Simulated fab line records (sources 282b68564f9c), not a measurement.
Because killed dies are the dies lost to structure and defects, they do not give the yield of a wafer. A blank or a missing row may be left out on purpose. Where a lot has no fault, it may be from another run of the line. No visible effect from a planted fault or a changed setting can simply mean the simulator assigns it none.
Which tool was responsible? | flow ritCmos | 45 wafers from 15 lots sampled at 5 of the route's 202 steps

## WHAT THE GAUGES SHOWED, per wafer
RIT_SPACER_THK_MEAS_04.
lot  | measured    | on           | SPACER_NITRIDE_THK (nm)
L854 | day 3 07:04 | filmMetro-04 | 248.1 251.5 249.4
L855 | day 3 07:56 | filmMetro-04 | 251.3 250.6 252.1
L859 | day 4 00:55 | filmMetro-01 | 252.0 252.0 249.2
L860 | day 4 04:34 | filmMetro-04 | 210.5 210.6 211.3
L862 | day 4 14:14 | filmMetro-04 | 211.9 214.9 215.2
L863 | day 4 18:11 | filmMetro-01 | 211.1 208.8 213.0
L866 | day 5 09:37 | filmMetro-04 | 250.4 248.8 248.3
L867 | day 5 14:28 | filmMetro-01 | 248.7 249.3 252.2
L869 | day 6 01:14 | filmMetro-01 | 253.3 252.9 252.7
L870 | day 6 06:02 | filmMetro-01 | 250.9 250.9 249.9
L872 | day 6 15:56 | filmMetro-01 | 247.0 250.1 249.8
L873 | day 6 21:00 | filmMetro-01 | 246.9 247.0 248.4
L874 | day 7 01:22 | filmMetro-01 | 251.3 249.3 249.2
L875 | day 7 07:30 | filmMetro-04 | 249.4 250.0 248.9
L876 | day 7 11:29 | filmMetro-04 | 250.5 250.9 250.4

RIT_SILICIDE_RS_MEAS_02: measures by four-point-probe.
lot  | measured    | on           | SILICIDE_TI_RS (ohm/sq)
L854 | day 3 11:16 | filmMetro-04 | 48.7 48.1 48.2
L855 | day 3 12:16 | filmMetro-04 | 46.8 47.3 47.5
L859 | day 4 05:13 | filmMetro-03 | 47.9 47.8 47.6
L860 | day 4 08:57 | filmMetro-01 | 47.6 47.4 47.8
L862 | day 4 18:31 | filmMetro-03 | 47.9 48.2 47.8
L863 | day 4 22:34 | filmMetro-04 | 49.2 48.8 48.6
L866 | day 5 13:53 | filmMetro-04 | 48.4 48.1 48.3
L867 | day 5 18:52 | filmMetro-04 | 47.7 47.4 47.7
L869 | day 6 05:23 | filmMetro-04 | 49.0 49.1 48.9
L870 | day 6 10:11 | filmMetro-04 | 47.5 46.7 46.9
L872 | day 6 20:08 | filmMetro-04 | 46.4 47.3 46.9
L873 | day 7 01:23 | filmMetro-03 | 48.0 47.4 46.9
L874 | day 7 05:50 | filmMetro-04 | 47.5 46.9 46.6
L875 | day 7 11:40 | filmMetro-01 | 47.2 47.8 46.7
L876 | day 7 15:47 | filmMetro-04 | 47.8 47.7 47.9

RIT_CONTACT_CD_MEAS_90: target cd 1000 nm.
lot  | measured    | on       | cdNm (nm)
L854 | day 3 13:29 | cdSem-02 | 1000.3 1003.5 1000.9
L855 | day 3 14:23 | cdSem-02 | 997.9 996.7 995.4
L859 | day 4 07:28 | cdSem-02 | 998.5 998.6 997.3
L860 | day 4 11:05 | cdSem-02 | 996.3 996.8 995.2
L862 | day 4 20:56 | cdSem-01 | 998.0 998.0 998.6
L863 | day 5 00:49 | cdSem-02 | 1002.5 999.7 1000.4
L866 | day 5 16:08 | cdSem-02 | 997.6 998.4 999.3
L867 | day 5 20:58 | cdSem-02 | 998.0 997.0 996.8
L869 | day 6 07:29 | cdSem-02 | 996.0 997.6 997.0
L870 | day 6 12:28 | cdSem-02 | 998.2 998.7 1000.3
L872 | day 6 22:14 | cdSem-02 | 996.1 999.8 997.5
L873 | day 7 03:29 | cdSem-02 | 997.5 1000.1 997.4
L874 | day 7 08:04 | cdSem-01 | 1002.9 999.0 999.8
L875 | day 7 13:55 | cdSem-02 | 1000.2 998.9 999.8
L876 | day 7 18:10 | cdSem-01 | 995.7 995.4 995.7

## TOOL THAT RAN EACH LOT (tool first, then ch and the chambers of the sampled wafers, then the start)
lot  | RIT_SPACER_CVD_03          | RIT_SPACER_ETCHBACK_05
L854 | lpcvd-01 ch 1, day 3 05:08 | rieDiel-04 ch 1,2,3, day 3 07:07
L855 | lpcvd-02 ch 0, day 3 06:02 | rieDiel-02 ch 1,2,3, day 3 08:00
L859 | lpcvd-01 ch 0, day 3 22:58 | rieDiel-04 ch 1,2, day 4 00:57
L860 | lpcvd-02 ch 0, day 4 02:38 | rieDiel-02 ch 0,1, day 4 04:37
L862 | lpcvd-02 ch 0, day 4 12:17 | rieDiel-04 ch 0,3, day 4 14:16
L863 | lpcvd-02 ch 0, day 4 16:16 | rieDiel-01 ch 1,2,3, day 4 18:14
L866 | lpcvd-01 ch 0, day 5 07:42 | rieDiel-04 ch 1,2, day 5 09:40
L867 | lpcvd-02 ch 1, day 5 12:32 | rieDiel-02 ch 0,2, day 5 14:31
L869 | lpcvd-01 ch 1, day 5 23:18 | rieDiel-01 ch 0,1,3, day 6 01:16
L870 | lpcvd-02 ch 1, day 6 04:06 | rieDiel-01 ch 0,2, day 6 06:05
L872 | lpcvd-02 ch 1, day 6 14:02 | rieDiel-04 ch 2,3, day 6 16:00
L873 | lpcvd-01 ch 0, day 6 19:05 | rieDiel-04 ch 1,2,3, day 6 21:04
L874 | lpcvd-01 ch 1, day 6 23:28 | rieDiel-02 ch 0,2,3, day 7 01:26
L875 | lpcvd-02 ch 1, day 7 05:35 | rieDiel-01 ch 0,2,3, day 7 07:34
L876 | lpcvd-02 ch 1, day 7 09:34 | rieDiel-01 ch 0,1,3, day 7 11:33
- RIT_SPACER_CVD_03: deposits Si3N4 from SiH2Cl2/NH3, target thk 250 nm, time 3300 s.
- RIT_SPACER_ETCHBACK_05: etches Si3N4 in SF6/CHF3, stops on SiO2, target depth 250 nm, time 240 s.

## AS READ BY THE TOOLS THEMSELVES (means over the sampled wafers that have a number; for cases with no such wafer, the mark the record gives instead)
RIT_SPACER_CVD_03.
lot  | tool     | spikeTcSourceC (C)
L854 | lpcvd-01 | 832.9
L855 | lpcvd-02 | 837.4
L859 | lpcvd-01 | 833.3
L860 | lpcvd-02 | 836.1
L862 | lpcvd-02 | 837.7
L863 | lpcvd-02 | 836.9
L866 | lpcvd-01 | 832.8
L867 | lpcvd-02 | 830.2
L869 | lpcvd-01 | 833.2
L870 | lpcvd-02 | 830.3
L872 | lpcvd-02 | 831.0
L873 | lpcvd-01 | 833.1
L874 | lpcvd-01 | 833.2
L875 | lpcvd-02 | 831.0
L876 | lpcvd-02 | 830.4

RIT_SPACER_ETCHBACK_05.
lot  | tool       | SF6_flow_sccm (sccm) | drypumpMotorCurrentA (A) | oesProductAu (a.u.) | throttleValvePct (%)
L854 | rieDiel-04 | 30.02                | 5.6                      | 0.847               | 10.45
L855 | rieDiel-02 | 29.99                | 6.0                      | 0.840               | 10.39
L859 | rieDiel-04 | 30.00                | 5.7                      | 0.854               | 10.49
L860 | rieDiel-02 | 30.00                | 6.1                      | 0.754               | 10.47
L862 | rieDiel-04 | 30.05                | 5.2                      | 0.759               | 10.12
L863 | rieDiel-01 | 30.02                | 5.6                      | 0.746               | 10.33
L866 | rieDiel-04 | 30.04                | 5.7                      | 0.845               | 10.48
L867 | rieDiel-02 | 30.01                | 5.7                      | 0.857               | 10.36
L869 | rieDiel-01 | 29.92                | 5.6                      | 0.848               | 10.28
L870 | rieDiel-01 | 30.03                | 6.0                      | 0.850               | 10.25
L872 | rieDiel-04 | 29.92                | 5.5                      | 0.856               | 10.41
L873 | rieDiel-04 | 30.03                | 5.6                      | 0.845               | 10.46
L874 | rieDiel-02 | 29.87                | 5.7                      | 0.842               | 10.38
L875 | rieDiel-01 | 29.99                | 5.7                      | 0.840               | 10.37
L876 | rieDiel-01 | 29.98                | 5.6                      | 0.842               | 10.28

## THE ANSWER, worked out from the rows above alone
Rule: the lots themselves supply what counts as usual. Put in order of their means at a reading, lots are off if they are a third of the lots or fewer, leave a main group of 4 or more, and stand apart from it by a gap of 3 or more times the standard deviation of the main group's means; of several such gaps the widest counts. A main group whose means are all the same, to the digits that the tables above print for the reading, isn't used. A lot without any number at a reading at which 4 lots or more have one is off too. Any other lot the step has rows for is counted as sound. First the gauges in route order, then the tools' own readings, where a lot's mean is used as printed above. The first step at which some lot is off is used, and at that step the reading that is off furthest; a lot without a number counts as furthest.
Off: L860, L862, L863, at RIT_SPACER_THK_MEAS_04 (SPACER_NITRIDE_THK). Mean 250.1 nm and standard deviation 1.3 in the main group.
If a tool, at a process step before that reading, ran all the lots that are off and no sound lot after the first of them, it fits. The gauges at RIT_SPACER_THK_MEAS_04 aren't tried: what is off there is off at RIT_SPACER_ETCHBACK_05 too, on other tools, and a gauge's error can't cause that. No candidate that was tried fits.

## WHAT THE SIMULATOR HAD PUT IN
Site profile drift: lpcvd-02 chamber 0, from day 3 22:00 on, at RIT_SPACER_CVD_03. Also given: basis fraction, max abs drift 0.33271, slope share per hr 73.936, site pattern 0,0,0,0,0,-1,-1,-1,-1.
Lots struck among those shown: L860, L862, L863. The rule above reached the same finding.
